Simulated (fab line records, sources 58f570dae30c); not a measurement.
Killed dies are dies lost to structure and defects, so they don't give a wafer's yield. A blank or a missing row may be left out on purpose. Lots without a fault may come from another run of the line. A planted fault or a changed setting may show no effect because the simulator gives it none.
Problem report in the 8D (eight disciplines) form, filled by code | flow berkeley_cmos170 | the parts of the form that need people (team, actions taken, sign-off) are left out

1. THE PROBLEM
oes_product_au at UCB170_SPACER_ETCHBACK_03 reads a mean of 0.769 a.u. on 6 wafers of 2 lots; wafers without a fault read 0.897 a.u. with a standard deviation of 0.015. That is -8.5 standard deviations from the usual mean.
The step: etches SiO2 in CHF3/CF4/Ar, stops on Si, target depth 376 nm, time 100 s.
First seen on wafer L497.3, day 12 07:44, on rie_diel-01. The record holds 18 wafers of 6 lots with a number at this step. Rule for "out", or "out of limits": more than 4 standard deviations from the usual mean. The other wafers with a number count as sound.

2. WHAT IT IS AND WHAT IT IS NOT
question                    | is                     | is not
which readings at this step | oes_product_au         | drypump_motor_current_A
which lots                  | L496, L497             | L476, L482, L485, L493
which wafers of those lots  | all that have a number | -
read on which tools         | rie_diel-01            | rie_diel-03, rie_diel-04
when                        | from day 12 07:44      | up to then (12 sound wafers)

3. SUSPECTS, AND WHAT RULES EACH OUT
Counting: a tool at a process step up to the reading stays a suspect if it ran every lot that is out and no sound lot after the first of them.
- rie_diel-01 at UCB170_SPACER_ETCHBACK_03 (etches SiO2 in CHF3/CF4/Ar, stops on Si, target depth 376 nm, time 100 s): kept. It ran every lot that is out, first L497 (day 12 07:44), and no sound lot after that; its last sound lot up to then is L476 (day 8 18:08). Its own readings are out on those wafers: oes_product_au.
Left after counting: rie_diel-01 at UCB170_SPACER_ETCHBACK_03.

4. THE CAUSE (what the simulator had put in)
Process parameter drift: rie_diel-01, from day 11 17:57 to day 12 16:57, at UCB170_SPACER_ETCHBACK_03. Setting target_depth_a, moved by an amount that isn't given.
Counting left only this tool.

5. THE CHAIN OF EFFECTS, in route order
Each row: a reading whose mean over the struck wafers that have a number lies more than 3 standard deviations from the usual. Only readings for which the record gives a usual standard deviation are gone through. hours: the time from each lot's start at the first step in this table that gives one to its start at this step, as a median over the lots. sigmas: the change in usual standard deviations.
hours | step                      | reading        | usual      | on struck wafers | change | sigmas
0     | UCB170_SPACER_ETCHBACK_03 | oes_product_au | 0.897 a.u. | 0.769            | -0.128 | -8.5
The process steps in it:
- UCB170_SPACER_ETCHBACK_03: etches SiO2 in CHF3/CF4/Ar, stops on Si, target depth 376 nm, time 100 s.

6. WHAT WOULD HAVE CAUGHT IT SOONER
In this record the first reading out of limits was taken at day 12 07:44, 14 hours after the fault began at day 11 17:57.
